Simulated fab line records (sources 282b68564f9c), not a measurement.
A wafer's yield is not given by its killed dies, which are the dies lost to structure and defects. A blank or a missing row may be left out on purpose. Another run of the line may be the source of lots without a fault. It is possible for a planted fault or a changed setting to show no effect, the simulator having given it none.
Comparing a struck lot with a sound one -- flow rit_cmos -- 21 out of 202 route steps
Sound: wafers L277.2, L277.3, L277.4. The struck wafers were L283.4, L283.5, L283.6. Last of all comes the cause.
Order at every step that has rows: each side's tool, ch and its chambers, its first start. Under that, the readings that differ: sound wafers -- struck wafers -- difference of the means -- sigmas: that difference in standard deviations of wafers without a fault.
alike: words and numbers the same on both sides, and readings whose means are apart by under 2 such deviations; not compared: readings that were withheld, readings missing a value for some wafer, numbers with overlapping values and no deviation given by the record, and bounds like >300 which may hide the same value.
The two part at a step that has a row with sigmas, a row that says differs or no value, or rows on one side only. Numbers that don't overlap but have no deviation are shown without sigmas and don't part them. Lack of a reading on every wafer of one side parts them only where that side has two or more wafers.

first, 4 steps without rows for these wafers: RIT_NWELL_SOFTBAKE_02 (time 60 s); RIT_NWELL_EXPOSE_03 (exposes mask M2, target cd 43900 nm); RIT_NWELL_PEB_04; RIT_NWELL_DEVELOP_05 (develop time 68 s).
RIT_NWELL_OVL_MEAS_06:
  sound: overlay-02 at day 3 13:09; struck: overlay-01 at day 4 20:21
  alike: NWELL_OVL
then, 2 steps without rows for these wafers: RIT_NWELL_HARDBAKE_07 (time 120 s); RIT_NWELL_IMPLANT_08.
RIT_NWELL_STRIP_09: strips in O2, time 180 s.
  sound on plasma_asher-04 ch 0,1, day 3 13:35; struck on plasma_asher-01 ch 0,1, day 4 20:49
  alike: drypump_motor_current_A
  not compared: rf_hours_counter_h
RIT_NWELL_TW_MEAS_10:
  sound: film_metro-02 at day 3 13:46; struck: film_metro-04 at day 4 20:58
  alike: NWELL_TW
then, 3 steps without rows for these wafers: RIT_PWELL_HMDS_00 (prime time 60 s); RIT_PWELL_COAT_01 (resist thk 1300 nm); RIT_PWELL_SOFTBAKE_02 (time 60 s).
RIT_PWELL_EXPOSE_03: exposes mask M3, target cd 43700 nm.
  sound on iline_stepper-01 ch 0, day 3 14:25; struck on iline_stepper-01 ch 0, day 4 21:31
reading,sound,struck,difference,sigmas
mask,M3#0 M3#0 M3#0,M2#0 M2#0 M2#0,differs,
then, 2 steps without rows for these wafers: RIT_PWELL_PEB_04; RIT_PWELL_DEVELOP_05 (develop time 68 s).
RIT_PWELL_OVL_MEAS_06:
  sound: overlay-01 at day 3 14:49; struck: overlay-01 at day 4 21:54
reading,sound,struck,difference,sigmas
PWELL_OVL (nm),-1.8 -2.1 -0.8,- - -,no value on the struck wafers,
then, 2 steps without rows for these wafers: RIT_PWELL_HARDBAKE_07 (time 120 s); RIT_PWELL_IMPLANT_08.
RIT_PWELL_STRIP_09: strips in O2, time 180 s.
  sound on plasma_asher-02 ch 0,1, day 3 15:15; struck on plasma_asher-03 ch 0,1, day 4 22:22
  alike: drypump_motor_current_A
  not compared: rf_hours_counter_h
RIT_PWELL_TW_MEAS_10:
  sound: film_metro-03 at day 3 15:26; struck: film_metro-03 at day 4 22:31
reading,sound,struck,difference,sigmas
PWELL_TW,941 941 941,30 30 30,-911,-99 or more
then, 1 step without rows for these wafers: RIT_WELLDRIVE_ANNEAL_00 (time 14700 s).

WHERE THEY PART
Earliest at RIT_PWELL_EXPOSE_03; latest, in this record, at RIT_PWELL_TW_MEAS_10.

WHY: what the simulator had put in
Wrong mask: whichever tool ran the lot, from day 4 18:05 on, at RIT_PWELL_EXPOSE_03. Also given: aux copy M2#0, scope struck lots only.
